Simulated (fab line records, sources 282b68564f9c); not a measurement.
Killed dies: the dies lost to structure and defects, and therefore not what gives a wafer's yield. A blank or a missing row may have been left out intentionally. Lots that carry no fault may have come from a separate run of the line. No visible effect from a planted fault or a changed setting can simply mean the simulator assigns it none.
Struck lot and sound lot, side by side :: flow rit cmos :: 15 out of 202 route steps
Sound: the wafers L548.1, L548.2, L548.4. Wafers L555.1, L555.4, L555.5 were the ones struck. The cause is given at the end.
For every step that has rows: the tool of each side, followed by ch and its chambers, followed by its first start. Under that, the readings that differ: sound wafers :: struck wafers :: difference of the means :: sigmas: that difference in standard deviations of wafers without a fault.
alike: a reading whose means differ by less than 2 such deviations, as well as words and numbers matching on both sides. not compared: withheld readings; readings where some wafer has no value; bounds like >300 that might hide an equal value; numbers whose values overlap and for which the record gives no deviation.
Wherever a step has rows on one side only, a row that says differs or no value, or a row with sigmas, the two part there. Numbers that don't overlap but have no deviation are shown without sigmas and don't part them. A reading that every wafer of one side lacks parts them only if that side has two wafers or more.

first, 2 steps without rows for these wafers: RIT_SPACER_CLEAN_02 (cleans in SC2, time 600 s); RIT_SPACER_CVD_03 (deposits Si3N4 from SiH2Cl2/NH3, target thk 250 nm, time 3300 s).
RIT_SPACER_THK_MEAS_04:
  sound: film metro-01 at day 4 06:29; struck: film metro-04 at day 5 15:24
  alike: SPACER_NITRIDE_THK
RIT_SPACER_ETCHBACK_05: etches Si3N4 in SF6/CHF3, stops on SiO2, target depth 250 nm, time 240 s.
  sound on rie diel-03 ch 1,2,3, day 4 06:33; struck on rie diel-02 ch 0,1,3, day 5 15:28
  alike: drypump motor current A, oes product au, rf fwd power W, throttle valve pct
  not compared: rf hours counter h
then, 6 steps without rows for these wafers: RIT_NSD_HMDS_00 (prime time 60 s); RIT_NSD_COAT_01 (resist thk 993.2 nm); RIT_NSD_SOFTBAKE_02 (time 60 s); RIT_NSD_EXPOSE_03 (exposes mask M9, target cd 40700 nm); RIT_NSD_PEB_04; RIT_NSD_DEVELOP_05 (develop time 50 s).
RIT_NSD_OVL_MEAS_06:
  sound: overlay-02 at day 4 07:41; struck: overlay-02 at day 5 16:46
  alike: NSD_OVL
then, 1 step without rows for these wafers: RIT_NSD_HARDBAKE_07 (time 60 s).
RIT_NSD_IMPLANT_08:
  sound on implanter-01 ch 0, day 4 07:58; struck on implanter-03 ch 0, day 5 16:57
reading: beam energy keV
sound: 24.990 24.983 25.003
struck: 25.331 25.325 25.314
difference: +0.331
sigmas: +41

reading: model.implant.drp nm (nm)
sound: 14.84 14.84 14.84
struck: 14.95 14.95 14.95
difference: +0.11
sigmas: 
RIT_NSD_STRIP_09: strips in O2, time 180 s.
  sound on plasma asher-03 ch 0,1, day 4 08:07; struck on plasma asher-04 ch 0,1, day 5 17:06
  alike: drypump motor current A, o2 flow sccm
  not compared: rf hours counter h
RIT_M1_PROBE_99:
  the record has rows for the struck wafers here (prober-02, day 6 03:28) and none for the sound ones

== WHERE THEY PART ==
At RIT_NSD_IMPLANT_08 first; at RIT_M1_PROBE_99 last (within this record only).

WHY: what the simulator had put in
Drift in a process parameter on implanter-03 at RIT_NSD_IMPLANT_08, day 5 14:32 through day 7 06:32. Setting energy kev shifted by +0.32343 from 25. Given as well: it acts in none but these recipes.
